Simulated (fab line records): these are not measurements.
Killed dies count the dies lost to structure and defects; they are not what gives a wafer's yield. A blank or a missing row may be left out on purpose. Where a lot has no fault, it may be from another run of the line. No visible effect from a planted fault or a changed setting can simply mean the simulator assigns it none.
Split-lot trial ; flow rit_cmos ; 23 wafers read across 5 lots, on a route 202 steps long

## THE SPLIT
At RIT_GATE_EXPOSE_13 (exposes mask M6, target cd 150 nm), the setting dose_mj was moved away from the recipe's 380 on 8 of the 23 wafers read, by -2.6% to -2.1%. All remaining wafers had this setting at the recipe value.

## FROM THE SPLIT TO THE READING: what the file shows between them, 6 steps
- RIT_GATE_PEB_14
- RIT_GATE_DEVELOP_15: develop time 50 s
- RIT_GATE_CD_MEAS_16: target cd 150 nm
- RIT_GATE_HARDBAKE_18: time 60 s
- RIT_GATE_ETCH_19: etches poly-Si in SF6/CHF3/O2, stops on SiO2, time 165 s, target depth 312.5 nm
- RIT_GATE_STRIP_20: strips in O2, time 180 s

## THE READING
cd_nm at RIT_GATE_CD_MEAS_90, given in nm (cd target 150 nm). Typical for fault-free wafers on this fab line: 149.8 nm, with standard deviation 2.5 nm.

wafer;tool, chamber at the split;dose_mj as run;against the recipe;cd_nm, nm;against lot-mates on the recipe
L076.1;iline_stepper-02, 0;371.3;-2.3%;164.2;+10.1
L076.2;iline_stepper-02, 0;371.3;-2.3%;162.1;+8.0
L076.3;iline_stepper-02, 0;380;recipe;155.2;-
L076.4;iline_stepper-02, 0;371.3;-2.3%;163.0;+8.9
L076.5;iline_stepper-02, 0;380;recipe;152.9;-
L077.1;iline_stepper-01, 0;370.2;-2.6%;161.6;+12.1
L077.3;iline_stepper-01, 0;380;recipe;148.5;-
L077.4;iline_stepper-01, 0;370.2;-2.6%;164.6;+15.1
L077.5;iline_stepper-01, 0;380;recipe;150.1;-
L077.6;iline_stepper-01, 0;380;recipe;149.8;-
L078.1;iline_stepper-02, 0;380;recipe;151.8;-
L078.2;iline_stepper-02, 0;380;recipe;150.8;-
L078.3;iline_stepper-02, 0;380;recipe;152.4;-
L078.4;iline_stepper-02, 0;380;recipe;151.0;-
L078.5;iline_stepper-02, 0;380;recipe;151.5;-
L079.1;iline_stepper-02, 0;380;recipe;147.4;-
L079.5;iline_stepper-02, 0;380;recipe;145.0;-
L079.6;iline_stepper-02, 0;380;recipe;146.4;-
L082.1;iline_stepper-02, 0;372.2;-2.1%;163.6;+10.3
L082.2;iline_stepper-02, 0;372.2;-2.1%;162.5;+9.2
L082.3;iline_stepper-02, 0;380;recipe;151.9;-
L082.4;iline_stepper-02, 0;372.2;-2.1%;164.7;+11.4
L082.6;iline_stepper-02, 0;380;recipe;154.6;-

THE FIT
A straight line over all 23 wafers: cd_nm changes by -5.49 nm for each +1% of dose_mj; r = -0.93; the points scatter about the line by 2.6 nm.
The same after taking each lot's own level away (the mean of its wafers on the recipe; 23 wafers): -4.71 nm for each +1%; r = -0.97; scatter 1.3 nm.
The reading moves by 12 nm for the largest change in dose_mj, on that fit.
Measured against the standard deviation above, the lots' own levels, which go from 146.27 to 154.05 nm, span 3.1 times it.
So the lot-to-lot level changes the slope: the two fits differ.
Check: for one of the wafers moved furthest among these (-2.6%), held out of the fit, the line's prediction against its lot-mates is +12.1 nm. Against them it came out at +12.1 nm.

## OTHER SPLITS ON THESE WAFERS
Note: prior to the reading, these wafers also went through further splits. Each is held against what the fit with the lots' levels taken away leaves over:
other split on the same wafers;wafers away from the commonest value;r with cd_nm (lot level and that fit taken away)
RIT_GATE_OXIDATION_05 ox_time_s;18;+0.11
RIT_GATE_CVD_08 pressure_mtorr;15;+0.26

## THE WHOLE CHAIN: every reading that the file lists as answering this split, in the file's order
step;what it does;reading;change (the file's fit);r (the file's)
RIT_GATE_CD_MEAS_16;target cd 150 nm;cd_nm;-4.84 nm for each +1% of the setting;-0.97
RIT_GATE_ETCH_19;etches poly-Si in SF6/CHF3/O2, stops on SiO2, time 165 s, target depth 312.5 nm;GATE.cd_nm (the simulator's own value, which no gauge read);-4.81 nm for each +1% of the setting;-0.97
RIT_GATE_CD_MEAS_90;target cd 150 nm;cd_nm;-4.8 nm for each +1% of the setting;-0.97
RIT_M1_PROBE_99;;etest.pmos_turned.r_on_ohm_um (the simulator's own value, which no gauge read);-128 for each +1% of the setting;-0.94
RIT_M1_PROBE_99;;etest.pmos_0p15.r_on_ohm_um (the simulator's own value, which no gauge read);-125 for each +1% of the setting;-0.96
RIT_M1_PROBE_99;;etest.nmos_0p15.r_on_ohm_um (the simulator's own value, which no gauge read);-41 for each +1% of the setting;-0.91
RIT_M1_PROBE_99;;etest.nmos_0p15.drive_ua_um (the simulator's own value, which no gauge read);+18.2 for each +1% of the setting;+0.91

## THE FILE'S OWN FIT
cd_nm changes by -4.8 nm for each +1% of dose_mj, r = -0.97.
